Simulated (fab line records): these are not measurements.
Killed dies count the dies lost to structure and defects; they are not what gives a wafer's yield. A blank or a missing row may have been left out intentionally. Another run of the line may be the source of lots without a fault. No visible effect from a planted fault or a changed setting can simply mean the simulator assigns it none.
The tool behind it: which one?    flow berkeley-cmos170    Sampling: 7 lots, 21 wafers, 3 of 331 route steps

## WHAT THE GAUGES READ, wafer by wafer
UCB170_V2_THK_MEAS_04.
lot   measured      on             V2_POLISHED_THK (nm)
L843  day 8 08:23   film-metro-01  1000.5 999.3 999.0
L845  day 8 08:55   film-metro-01  999.2 999.8 1000.0
L847  day 9 03:48   film-metro-04  1000.5 1001.6 1000.2
L849  day 9 20:37   film-metro-02  999.5 1001.1 998.2
L851  day 10 06:27  film-metro-01  999.6 998.6 998.4
L853  day 10 18:31  film-metro-02  999.7 999.2 1001.5
L859  day 11 15:28  film-metro-04  998.3 1000.6 1000.2

## EACH LOT AND THE TOOL THAT RAN IT (in order: tool; ch and the chambers of the sampled wafers; start)
lot   UCB170_M2_METAL_ETCH_18            UCB170_V2_CMP_02
L843  rie-metal-02 ch 0,1, day 8 07:20   cmp-02 ch 0,1,3, day 8 08:01
L845  rie-metal-04 ch 0,1, day 8 07:53   cmp-02 ch 1,2,3, day 8 08:30
L847  rie-metal-03 ch 0,1, day 9 02:45   cmp-02 ch 1,2,3, day 9 03:26
L849  rie-metal-03 ch 0,1, day 9 19:32   cmp-02 ch 0,1,3, day 9 20:17
L851  rie-metal-03 ch 0,1, day 10 05:24  cmp-01 ch 1,2, day 10 06:04
L853  rie-metal-04 ch 0,1, day 10 17:28  cmp-01 ch 1,2,3, day 10 18:05
L859  rie-metal-04 ch 0,1, day 11 14:25  cmp-01 ch 1,2,3, day 11 15:08
- UCB170_M2_METAL_ETCH_18: etches Al in Cl2/BCl3, stops on SiO2, target depth 1170 nm, time 195 s.
- UCB170_V2_CMP_02: polishes SiO2.

## THE ANSWER, worked out from the rows above alone
Rule: the lots themselves supply what counts as usual. The widest of any qualifying gaps counts: lots, ordered by their means at a reading, are off when they make up no more than a third of the lots, leave a main group of 4 or more, and stand apart from it by 3 or more times the standard deviation of that group's means. A main group whose means are all the same, to the digits that the tables above print for the reading, isn't used. Also off: a lot with no number at a reading for which 4 or more lots have one. Any other lot the step has rows for is counted as sound.
None of the lots is off at any reading shown; this tells nothing.

## WHAT THE SIMULATOR HAD PUT IN
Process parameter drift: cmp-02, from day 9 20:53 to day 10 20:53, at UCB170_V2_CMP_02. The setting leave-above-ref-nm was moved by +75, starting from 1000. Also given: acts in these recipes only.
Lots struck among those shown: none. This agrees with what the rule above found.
